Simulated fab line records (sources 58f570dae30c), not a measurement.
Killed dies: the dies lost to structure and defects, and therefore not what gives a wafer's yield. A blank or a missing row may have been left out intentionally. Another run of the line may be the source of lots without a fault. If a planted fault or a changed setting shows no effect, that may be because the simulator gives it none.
Struck lot and sound lot, side by side -- flow berkeley_cmos170 -- 38 steps out of a route of 331
Sound: these wafers, L976.1, L976.3, L976.5. The struck wafers were L996.1, L996.3, L996.5. At the end, the cause is stated.
Each step with rows lists, per side, the tool, then ch with its chambers, then its first start. Under that, the readings that differ: sound wafers -- struck wafers -- difference of the means -- sigmas: that difference in standard deviations of wafers without a fault.
alike: same words and numbers on both sides, and readings whose means sit less than 2 such deviations apart. not compared: any withheld reading, any reading some wafer has no value for, any bound like >300 that may hide the same value, and any number with overlapping values for which the record gives no deviation.
The two part at a step that has a row with sigmas, a row that says differs or no value, or rows on one side only. When numbers do not overlap yet have no deviation, they are printed without sigmas and do not part them. A reading missing from all wafers of one side parts the sides only when that side holds two or more wafers.

UCB170_SPACER_CVD_00: deposits SiO2 from TEOS/O2, target thk 376 nm, time 47 s.
  sound on pecvd-03 ch 0,1,2, day 7 17:17; struck on pecvd-04 ch 0,1, day 12 01:28
  alike: heater_power_w, susceptor_temp_C
UCB170_SPACER_THK_MEAS_01:
  struck on film_metro-02, day 12 01:30; sound on film_metro-04, day 7 17:20
  alike: SPACER_TEOS_THK
then, 1 step without rows for these wafers: UCB170_SPACER_ANNEAL_02 (time 1800 s).
UCB170_SPACER_ETCHBACK_03: etches SiO2 in CHF3/CF4/Ar, stops on Si, target depth 376 nm, time 100 s.
  sound on rie_diel-04 ch 0,1,3, day 7 23:29; struck on rie_diel-02 ch 0,1,3, day 12 07:40
  alike: drypump_motor_current_A, oes_product_au, throttle_valve_pct
  not compared: rf_hours_counter_h
then, 6 steps without rows for these wafers: UCB170_PSD_HMDS_00 (prime time 60 s); UCB170_PSD_COAT_01 (resist thk 900 nm); UCB170_PSD_SOFTBAKE_02 (time 60 s); UCB170_PSD_EXPOSE_03 (exposes mask PSELECT MOD, target cd 1200 nm); UCB170_PSD_PEB_04; UCB170_PSD_DEVELOP_05 (develop time 45 s).
UCB170_PSD_CD_MEAS_06: the cd target is 1200 nm.
  struck on cd_sem-01, day 12 09:04; sound on cd_sem-01, day 8 02:25
reading,sound,struck,difference,sigmas
cd_nm (nm),1201.3 1201.7 1201.5,1197.7 1199.1 1198.8,-3.0,-2
UCB170_PSD_OVL_MEAS_07:
  struck on overlay-01, day 12 09:11; sound on overlay-02, day 8 02:32
  alike: PSD_OVL
UCB170_PSD_IMPLANT_08:
  sound on implanter-03 ch 0, day 8 02:34; struck on implanter-03 ch 0, day 12 09:15
UCB170_PSD_STRIP_09: strips in O2.
  sound on plasma_asher-03 ch 0,1, day 8 02:43; struck on plasma_asher-01 ch 0, day 12 09:24
  alike: drypump_motor_current_A, oes_product_au, strip_time_to_endpoint_s
  not compared: rf_hours_counter_h
UCB170_PSD_TW_MEAS_10:
  struck on film_metro-01, day 12 09:30; sound on film_metro-03, day 8 02:49
reading,sound,struck,difference,sigmas
PSD_TW,2351 2336 2343,2304 2285 2294,-49,-2
then, 7 steps without rows for these wafers: UCB170_PSD_CLEAN_11 (cleans in SPM, time 600 s); UCB170_NSD_HMDS_00 (prime time 60 s); UCB170_NSD_COAT_01 (resist thk 891.4 nm); UCB170_NSD_SOFTBAKE_02 (time 60 s); UCB170_NSD_EXPOSE_03 (exposes mask NSELECT MOD, target cd 1200 nm); UCB170_NSD_PEB_04; UCB170_NSD_DEVELOP_05 (develop time 45 s).
UCB170_NSD_CD_MEAS_06: the cd target is 1200 nm.
  struck on cd_sem-01, day 12 10:42; sound on cd_sem-01, day 8 06:59
  alike: cd_nm
UCB170_NSD_OVL_MEAS_07:
  struck on overlay-02, day 12 10:49; sound on overlay-02, day 8 07:07
  alike: NSD_OVL
then, 2 steps without rows for these wafers: UCB170_NSD_IMPLANT_08; UCB170_NSD_STRIP_09 (strips in O2).
UCB170_NSD_TW_MEAS_10:
  struck on film_metro-03, day 12 11:06; sound on film_metro-03, day 8 07:24
  alike: NSD_TW
then, 6 steps without rows for these wafers: UCB170_NSD_CLEAN_11 (cleans in SPM, time 600 s); UCB170_BACKSIDE_HMDS_00 (prime time 60 s); UCB170_BACKSIDE_COAT_01 (resist thk 900 nm); UCB170_BACKSIDE_SOFTBAKE_02 (time 60 s); UCB170_BACKSIDE_STRIP_03 (strips in O2); UCB170_BACKSIDE_CLEAN_04 (cleans in SPM, time 600 s).
UCB170_SDANNEAL_RTA_00: time 10 s.
  sound on rtp_anneal-01 ch 0, day 8 09:34; struck on rtp_anneal-01 ch 0, day 12 12:06
  alike: chamber_o2_ppm, lamp_power_pct, wafer_temp_C_max
UCB170_SDANNEAL_RTA_01: time 5 s.
  sound on rtp_anneal-01 ch 0, day 8 09:37; struck on rtp_anneal-01 ch 0, day 12 12:10
  alike: chamber_o2_ppm, lamp_power_pct, wafer_temp_C_max
UCB170_SDANNEAL_RS_MEAS_02: measurement is done with a four-point probe.
  struck on film_metro-04, day 12 12:13; sound on film_metro-01, day 8 09:41
reading,sound,struck,difference,sigmas
PSD_RS (ohm/sq),75.49 75.33 75.19,76.26 76.55 76.59,+1.13,+5
UCB170_SDANNEAL_RS_MEAS_03: measurement is done with a four-point probe.
  struck on film_metro-04, day 12 12:20; sound on film_metro-01, day 8 09:48
  alike: NSD_RS
UCB170_M3_PROBE_99:
  sound wafers here have rows in the record (prober-02, day 9 06:43); struck ones have none

## WHERE THEY PART
At UCB170_PSD_CD_MEAS_06 first; at UCB170_M3_PROBE_99 last (within this record only).

WHY: whatever the simulator had introduced
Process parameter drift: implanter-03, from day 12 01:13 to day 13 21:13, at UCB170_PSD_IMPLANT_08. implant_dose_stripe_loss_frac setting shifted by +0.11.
